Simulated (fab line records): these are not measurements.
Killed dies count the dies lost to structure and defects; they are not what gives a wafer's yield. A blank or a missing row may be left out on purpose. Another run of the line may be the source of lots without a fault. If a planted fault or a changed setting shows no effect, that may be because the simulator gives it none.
The tool behind it: which one? -- flow ritCmos -- Sampling: 7 lots, 21 wafers, 2 of 202 route steps

WHAT EACH GAUGE READ, for each wafer
RIT_WELLDRIVE_RS_MEAS_01: measurement is done with a four-point probe.
lot,measured,on,NWELL_RS (ohm/sq)
L383,day 2 16:09,filmMetro-02,275.0 276.6 276.9
L385,day 3 02:14,filmMetro-03,275.3 276.2 275.9
L387,day 3 13:25,filmMetro-03,275.2 275.6 275.9
L396,day 5 10:23,filmMetro-03,301.5 300.9 300.6
L398,day 5 18:47,filmMetro-02,275.5 275.0 275.1
L401,day 6 13:04,filmMetro-02,275.4 275.8 275.1
L404,day 7 02:38,filmMetro-03,275.0 275.7 275.7

WHICH TOOL RAN EACH LOT (tool, then ch and the chambers of the sampled wafers, then the start)
lot,RIT_WELLDRIVE_ANNEAL_00
L383,"furnace-01 ch 0, day 2 11:03"
L385,"furnace-04 ch 0, day 2 21:07"
L387,"furnace-03 ch 0, day 3 08:18"
L396,"furnace-01 ch 0, day 5 05:16"
L398,"furnace-04 ch 0, day 5 13:41"
L401,"furnace-03 ch 0, day 6 07:59"
L404,"furnace-04 ch 0, day 6 21:31"
- RIT_WELLDRIVE_ANNEAL_00: time 14700 s.

THE ANSWER, worked out from the rows above alone
Rule: what is usual is taken from the lots themselves. The widest of any qualifying gaps counts: lots, ordered by their means at a reading, are off when they make up no more than a third of the lots, leave a main group of 4 or more, and stand apart from it by 3 or more times the standard deviation of that group's means. A main group is skipped when, at the precision printed for the reading in the tables above, its means are all equal. A lot without any number at a reading at which 4 lots or more have one is off too. The other lots that the step has rows for count as sound.
Off: L396, at RIT_WELLDRIVE_RS_MEAS_01 (NWELL_RS). Mean 275.6 ohm/sq and standard deviation 0.31 in the main group.
A tool fits if, at a process step before that reading, it ran every lot that is off, and no sound lot after the first of them. Gauges at RIT_WELLDRIVE_RS_MEAS_01: tried the same way as those tools. One candidate fits, namely furnace-01 at RIT_WELLDRIVE_ANNEAL_00. A fault onset in the window from L383 (day 2 11:03, its last sound lot) to L396 (day 5 05:16, its first lot off) fits.

WHAT THE SIMULATOR HAD INSERTED
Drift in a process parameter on furnace-01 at RIT_WELLDRIVE_ANNEAL_00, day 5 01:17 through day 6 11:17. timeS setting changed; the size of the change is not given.
Struck lots among those shown: L396. The rule above found the same.
